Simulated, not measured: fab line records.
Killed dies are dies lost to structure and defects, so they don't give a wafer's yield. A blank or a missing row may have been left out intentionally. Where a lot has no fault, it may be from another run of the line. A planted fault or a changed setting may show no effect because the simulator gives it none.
fab line records -- flow berkeleyCmos170
record: lots: 13, wafers: 39, lastDay: 13
route steps=331 shown NWELL@16 CONTACT@224 V1@258 M3@328
lots that met no fault: taken from a fault-free run of the same line
startH: hours from the record's first day to the start of the lot's first wafer shown -- waitH: time in hours since the lot's previous step -- " same as the row above -- L1.1+2: several wafers, shown together as one row -- - value missing, or start not given -- * or withheld: withheld -- < > ~ a bound
route shown NAME@n: NAME is a module with steps in the file, n the number in the route of the first one -- usual: the fault-free wafers' mean and standard deviation -- same: alike in all rows -- chamber/n: place in a boat -- sites: readings site by site -- _std_site: standard deviation across them -- _edge_site: the outer-site mean with the inner-site mean subtracted -- radiusMm: how far each site lies from the wafer's centre -- mask NAME#n: copy n -- behind: the most recent tool/chamber to have shaped the wafer -- hold: why the lot was held/for how many hours/how that ended -- device: whichever transistor did not switch (one of n, p or np) -- end of line: at the end of the route, the tests of the same wafers -- a step with no rows: only its recipe -- killed: the dies lost at the first sort to structure and to defects; this is not the yield of the wafer -- map: shows each die of a wafer: x if killed, . if not, _ if none is there
set.NAME: the setting that was run; set.NAME@STEP: the one run at that earlier step -- model.NAME: the simulator's own value behind a step, which no gauge read
one table for each step of the route and one row for each wafer, over a sample of lots
services: a tool's chamber out of use, with start hour (startH, from the record's first day; less than 0 if before it), hours out, and reason
== steps ==
step: UCB170_NWELL_THK_MEAS_02
recipe: reads: SiO2_of_NWELL_OXIDATION_01
usual: NWELL_OXIDE_THK: 26.2/0.52
lot.wafer,tool,chamber,startH,waitH,NWELL_OXIDE_THK[nm]
L346.1,filmMetro-03,-,28.11,0.0,26.2
L346.3,filmMetro-03,-,28.11,0.0,25.9
L346.4,filmMetro-03,-,28.11,0.0,26.4
L347.1,filmMetro-02,-,47.13,0.0,27.1
L347.3,filmMetro-02,-,47.13,0.0,27.1
L347.4,filmMetro-02,-,47.13,0.0,27.2
L348.2,filmMetro-03,-,47.14,0.0,26.0
L348.3,filmMetro-03,-,47.14,0.0,26.3
L348.5,filmMetro-03,-,47.14,0.0,26.0
L349.3,filmMetro-01,-,60.26,0.0,25.5
L349.5,filmMetro-01,-,60.26,0.0,25.8
L349.6,filmMetro-01,-,60.26,0.0,26.0
L354.1,filmMetro-02,-,73.91,0.0,26.8
L354.3,filmMetro-02,-,73.91,0.0,26.5
L354.4,filmMetro-02,-,73.91,0.0,26.3
L356.4,filmMetro-03,-,74.00,0.1,26.5
L356.5,filmMetro-03,-,74.00,0.1,26.3
L356.6,filmMetro-03,-,74.00,0.1,26.6
L357.2,filmMetro-02,-,95.62,0.0,25.4
L357.5,filmMetro-02,-,95.62,0.0,25.3
L357.6,filmMetro-02,-,95.62,0.0,24.9
L358.4,filmMetro-03,-,95.64,0.0,25.1
L358.5,filmMetro-03,-,95.64,0.0,25.1
L358.6,filmMetro-03,-,95.64,0.0,25.3
L359.1,filmMetro-01,-,106.25,0.0,26.2
L359.2,filmMetro-01,-,106.25,0.0,26.3
L359.4,filmMetro-01,-,106.25,0.0,26.5
L363.1,filmMetro-02,-,112.14,0.0,26.0
L363.2,filmMetro-02,-,112.14,0.0,26.5
L363.3,filmMetro-02,-,112.14,0.0,25.8
L364.1,filmMetro-01,-,122.19,0.0,25.8
L364.4,filmMetro-01,-,122.19,0.0,25.6
L364.6,filmMetro-01,-,122.19,0.0,26.2
L367.1,filmMetro-03,-,130.03,0.0,25.5
L367.2,filmMetro-03,-,130.03,0.0,25.6
L367.5,filmMetro-03,-,130.03,0.0,25.7
L369.3,filmMetro-03,-,142.66,0.0,25.9
L369.4,filmMetro-03,-,142.66,0.0,26.0
L369.5,filmMetro-03,-,142.66,0.0,26.0
step: UCB170_CONTACT_RTA_08
recipe: tempC: 900, timeS: 10, ambient: N2
usual: lampPowerPct: 23.6/0.93, wafer_temp_C_max: 904.2/1.7
lot.wafer,tool,chamber,startH,waitH,lampPowerPct,wafer_temp_C_max
L346.1,rtpAnneal-01,0,191.29,0.1,22.8,904.4
L346.3,rtpAnneal-01,0,191.29,0.1,22.8,905.0
L346.4,rtpAnneal-01,0,191.29,0.1,22.8,904.9
L347.1,rtpAnneal-02,0,202.15,0.0,24.6,902.3
L347.3,rtpAnneal-02,0,202.15,0.0,24.6,903.1
L347.4,rtpAnneal-02,0,202.15,0.0,24.7,902.8
L348.2,rtpAnneal-01,0,202.50,0.0,22.8,905.2
L348.3,rtpAnneal-01,0,202.50,0.0,22.8,906.5
L348.5,rtpAnneal-01,0,202.50,0.0,22.8,905.3
L349.3,rtpAnneal-02,0,214.63,0.0,24.6,902.6
L349.5,rtpAnneal-02,0,214.63,0.0,24.6,902.2
L349.6,rtpAnneal-02,0,214.63,0.0,24.6,902.3
L354.1,rtpAnneal-01,0,232.26,0.0,21.9,891.1
L354.3,rtpAnneal-01,0,232.26,0.0,21.9,890.2
L354.4,rtpAnneal-01,0,232.26,0.0,21.9,892.0
L356.4,rtpAnneal-01,0,232.36,0.1,21.8,891.9
L356.5,rtpAnneal-01,0,232.36,0.1,21.9,891.2
L356.6,rtpAnneal-01,0,232.36,0.1,21.9,891.4
L357.2,rtpAnneal-02,0,246.57,0.0,24.7,902.5
L357.5,rtpAnneal-02,0,246.57,0.0,24.6,902.1
L357.6,rtpAnneal-02,0,246.57,0.0,24.6,902.0
L358.4,rtpAnneal-02,0,248.49,0.0,24.7,902.8
L358.5,rtpAnneal-02,0,248.49,0.0,24.6,902.1
L358.6,rtpAnneal-02,0,248.49,0.0,24.6,903.3
L359.1,rtpAnneal-02,0,258.89,0.0,24.7,902.6
L359.2,rtpAnneal-02,0,258.89,0.0,24.6,901.7
L359.4,rtpAnneal-02,0,258.89,0.0,24.6,902.4
L363.1,rtpAnneal-02,0,260.96,0.0,24.6,903.6
L363.2,rtpAnneal-02,0,260.96,0.0,24.6,902.6
L363.3,rtpAnneal-02,0,260.96,0.0,24.7,901.3
L364.1,rtpAnneal-02,0,270.17,0.0,24.6,902.4
L364.4,rtpAnneal-02,0,270.17,0.0,24.7,903.7
L364.6,rtpAnneal-02,0,270.17,0.0,24.7,902.7
L367.1,rtpAnneal-02,0,283.08,0.0,24.6,903.1
L367.2,rtpAnneal-02,0,283.08,0.0,24.6,902.5
L367.5,rtpAnneal-02,0,283.08,0.0,24.6,902.6
L369.3,rtpAnneal-02,0,292.34,0.0,24.7,901.9
L369.4,rtpAnneal-02,0,292.34,0.0,24.6,902.6
L369.5,rtpAnneal-02,0,292.34,0.0,24.6,903.7
step: UCB170_V1_THK_MEAS_04
recipe: reads: SiO2_of_V1_CVD_00
usual: V1_POLISHED_THK: 1000.1/1.1
lot.wafer,tool,chamber,startH,waitH,V1_POLISHED_THK[nm]
L346.1,filmMetro-02,-,198.52,0.1,1000.4
L346.3,filmMetro-02,-,198.52,0.1,1001.0
L346.4,filmMetro-02,-,198.52,0.1,1001.1
L347.1,filmMetro-01,-,208.19,0.1,998.1
L347.3,filmMetro-01,-,208.19,0.1,998.1
L347.4,filmMetro-01,-,208.19,0.1,998.4
L348.2,filmMetro-02,-,209.53,0.1,999.3
L348.3,filmMetro-02,-,209.53,0.1,999.6
L348.5,filmMetro-02,-,209.53,0.1,998.8
L349.3,filmMetro-01,-,224.18,0.1,998.8
L349.5,filmMetro-01,-,224.18,0.1,999.8
L349.6,filmMetro-01,-,224.18,0.1,1001.6
L354.1,filmMetro-02,-,239.47,0.1,1000.5
L354.3,filmMetro-02,-,239.47,0.1,998.8
L354.4,filmMetro-02,-,239.47,0.1,999.6
L356.4,filmMetro-03,-,240.81,0.1,999.6
L356.5,filmMetro-03,-,240.81,0.1,1000.9
L356.6,filmMetro-03,-,240.81,0.1,1000.1
L357.2,filmMetro-01,-,255.14,0.1,1001.7
L357.5,filmMetro-01,-,255.14,0.1,1002.0
L357.6,filmMetro-01,-,255.14,0.1,1002.3
L358.4,filmMetro-03,-,258.08,0.1,999.0
L358.5,filmMetro-03,-,258.08,0.1,998.8
L358.6,filmMetro-03,-,258.08,0.1,998.9
L359.1,filmMetro-01,-,266.84,0.1,999.8
L359.2,filmMetro-01,-,266.84,0.1,998.3
L359.4,filmMetro-01,-,266.84,0.1,1000.1
L363.1,filmMetro-01,-,268.18,0.1,999.7
L363.2,filmMetro-01,-,268.18,0.1,1000.9
L363.3,filmMetro-01,-,268.18,0.1,999.2
L364.1,filmMetro-02,-,278.25,0.1,1001.1
L364.4,filmMetro-02,-,278.25,0.1,1001.0
L364.6,filmMetro-02,-,278.25,0.1,999.9
L367.1,filmMetro-03,-,289.55,0.1,999.0
L367.2,filmMetro-03,-,289.55,0.1,998.9
L367.5,filmMetro-03,-,289.55,0.1,998.9
L369.3,filmMetro-02,-,298.27,0.1,999.3
L369.4,filmMetro-02,-,298.27,0.1,1002.2
L369.5,filmMetro-02,-,298.27,0.1,1001.1
step: UCB170_M3_STRIP_19
recipe: chemistry: O2, powerW: 400, pressureMtorr: 3500, platenTempC: withheld, o2FlowSccm: 400, overashFraction: 0.5
usual: chamberPressureMTorr: 3500/3.2, drypumpMotorCurrentA: 5.4/0.54, oesProductAu: 0.534/0.024
lot.wafer,tool,chamber,startH,waitH,chamberPressureMTorr,drypumpMotorCurrentA,oesProductAu,rfHoursCounterH
L346.1,plasmaAsher-03,0,208.85,0.1,3504,5.2,0.524,50
L346.3,plasmaAsher-03,0,208.85,0.1,3498,5.2,0.506,-
L346.4,plasmaAsher-03,1,208.85,0.1,3501,6.4,0.523,-
L347.1,plasmaAsher-03,1,224.36,0.1,3502,6.4,0.510,52
L347.3,plasmaAsher-03,1,224.36,0.1,3499,6.5,0.523,-
L347.4,plasmaAsher-03,0,224.36,0.1,3498,5.2,0.504,-
L348.2,plasmaAsher-03,0,225.08,0.1,3503,5.2,0.578,52
L348.3,plasmaAsher-03,1,225.08,0.1,3504,6.4,0.579,-
L348.5,plasmaAsher-03,1,225.08,0.1,3503,6.4,0.579,-
L349.3,plasmaAsher-01,1,235.19,0.1,3506,5.3,0.534,-
L349.5,plasmaAsher-01,0,235.19,0.1,3500,5.0,0.513,-
L349.6,plasmaAsher-01,1,235.19,0.1,3498,5.3,0.535,-
L354.1,plasmaAsher-01,0,255.45,0.1,3501,5.0,0.551,54
L354.3,plasmaAsher-01,1,255.45,0.1,3494,5.4,0.557,-
L354.4,plasmaAsher-01,0,255.45,0.1,3500,5.0,0.537,-
L356.4,plasmaAsher-02,1,256.25,0.2,3503,5.7,0.514,-
L356.5,plasmaAsher-02,0,256.25,0.2,3495,4.8,0.508,-
L356.6,plasmaAsher-02,1,256.25,0.2,3503,5.7,0.501,-
L357.2,plasmaAsher-03,1,265.78,0.1,3496,6.5,0.549,58
L357.5,plasmaAsher-03,1,265.78,0.1,3501,6.4,0.512,-
L357.6,plasmaAsher-03,0,265.78,0.1,3503,5.2,0.543,-
L358.4,plasmaAsher-03,0,272.05,0.1,3504,5.2,0.506,-
L358.5,plasmaAsher-03,1,272.05,0.1,3498,6.4,0.504,-
L358.6,plasmaAsher-03,0,272.05,0.1,3505,5.2,0.576,-
L359.1,plasmaAsher-03,1,279.74,0.1,3501,6.4,0.514,60
L359.2,plasmaAsher-03,0,279.74,0.1,3505,5.2,0.573,60
L359.4,plasmaAsher-03,1,279.74,0.1,3504,6.5,0.576,-
L363.1,plasmaAsher-01,1,280.98,0.1,3499,5.3,0.534,57
L363.2,plasmaAsher-01,0,280.98,0.1,3498,5.0,0.501,57
L363.3,plasmaAsher-01,0,280.98,0.1,3500,5.0,0.530,-
L364.1,plasmaAsher-01,1,291.00,0.1,3500,5.4,0.524,58
L364.4,plasmaAsher-01,0,291.00,0.1,3504,5.0,0.543,-
L364.6,plasmaAsher-01,0,291.00,0.1,3499,5.0,0.539,-
L367.1,plasmaAsher-01,1,300.33,0.1,3500,5.3,0.548,59
L367.2,plasmaAsher-01,0,300.33,0.1,3503,5.0,0.511,59
L367.5,plasmaAsher-01,1,300.33,0.1,3496,5.3,0.508,-
L369.3,plasmaAsher-03,1,311.03,0.1,3494,6.5,0.549,-
L369.4,plasmaAsher-03,0,311.03,0.1,3500,5.2,0.549,-
L369.5,plasmaAsher-03,0,311.03,0.1,3498,5.2,0.544,-
== services ==
tool,chamber,startH,hours,kind
plasmaAsher-03,-,242.39,0.5,repair
rtpAnneal-01,-,246.98,4.5,pm
plasmaAsher-02,-,289.54,1.4,repair
== key ==
firstSign: step: UCB170_CONTACT_RTA_08, reading: wafer_temp_C_max, direction: down, sigmas: 7.7, usual: *, struck: *
effect: step: UCB170_CONTACT_RTA_08, reading: lampPowerPct, direction: down, sigmas: 1.9, usual: 23.6, struck: 21.9
metAt UCB170_CONTACT_RTA_08
struckLots L354,L356
testerLeftOut L354,L356
notActingAt UCB170_NWELL_THK_MEAS_02,UCB170_V1_THK_MEAS_04,UCB170_M3_STRIP_19
onsetBetween 202.50 232.26
fault: kind: processParameterDrift, tool: rtpAnneal-01, chamber: -, onsetH: 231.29, steps: UCB170_CONTACT_RTA_08, channel: tempC, offset: *, shape: step, endH: 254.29, actsIn: *, stated: *
testerLeftOut: of these lots the tester's yield and bins aren't shown, on N5 and GAA mostly nor the transistor test; their killed dies are dies lost to structure and defects alone, not to doping, threshold or leakage, so they don't give the yield
